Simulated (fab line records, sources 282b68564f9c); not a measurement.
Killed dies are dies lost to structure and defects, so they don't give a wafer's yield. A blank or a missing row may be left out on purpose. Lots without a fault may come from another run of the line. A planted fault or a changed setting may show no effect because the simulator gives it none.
Problem report in the 8D (eight disciplines) form, filled by code | flow rit_cmos | the parts of the form that need people (team, actions taken, sign-off) are left out

1. THE PROBLEM
heater_power_total_W at RIT_PSD_HARDBAKE_07 reads a mean of 60.38 W on 6 wafers of 2 lots; wafers without a fault read 62.54 W with a standard deviation of 0.051. That is -42 standard deviations from the usual mean.
The step: time 60 s.
First seen on wafer L993.1, day 5 00:29, on litho_track-04. The record holds 18 wafers of 6 lots with a number at this step. Rule for "out", or "out of limits": more than 4 standard deviations from the usual mean. The other wafers with a number count as sound.

2. WHAT IT IS AND WHAT IT IS NOT
question                    | is                                 | is not
which readings at this step | heater_power_total_W, plate_temp_C | -
which lots                  | L993, L994                         | L103, L106, L992, L995
which wafers of those lots  | all that have a number             | -
read on which tools         | litho_track-04                     | litho_track-01
when                        | from day 5 00:29                   | up to then (3 sound wafers); but 9 sound wafers of L103, L106, L995 came after

3. SUSPECTS, AND WHAT RULES EACH OUT
Counting: a tool at a process step up to the reading stays a suspect if it ran every lot that is out and no sound lot after the first of them.
- litho_track-04 at RIT_PSD_HARDBAKE_07 (time 60 s): kept. It ran every lot that is out, first L993 (day 5 00:29), and no sound lot after that; its last sound lot up to then is L992 (day 4 17:54). Its own readings are out on those wafers: heater_power_total_W, plate_temp_C.
Left after counting: litho_track-04 at RIT_PSD_HARDBAKE_07.

4. THE CAUSE (what the simulator had put in)
Process parameter drift: litho_track-04, from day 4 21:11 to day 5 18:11, at RIT_PSD_HARDBAKE_07. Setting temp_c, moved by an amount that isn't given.
Counting left only this tool.

5. THE CHAIN OF EFFECTS, in route order
Each row: a reading whose mean over the struck wafers that have a number lies more than 3 standard deviations from the usual. Only readings for which the record gives a usual standard deviation are gone through. hours: the time from each lot's start at the first step in this table that gives one to its start at this step, as a median over the lots. sigmas: the change in usual standard deviations.
hours | step                | reading              | usual    | on struck wafers | change | sigmas
0     | RIT_PSD_HARDBAKE_07 | heater_power_total_W | 62.54 W  | 60.38            | -2.16  | -42
0     | RIT_PSD_HARDBAKE_07 | plate_temp_C         | 140.04 C | 136.30           | -3.74  | -31
The process steps in it:
- RIT_PSD_HARDBAKE_07: time 60 s.

6. WHAT WOULD HAVE CAUGHT IT SOONER
In this record the first reading out of limits was taken at day 5 00:29, 3 hours after the fault began at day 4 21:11.
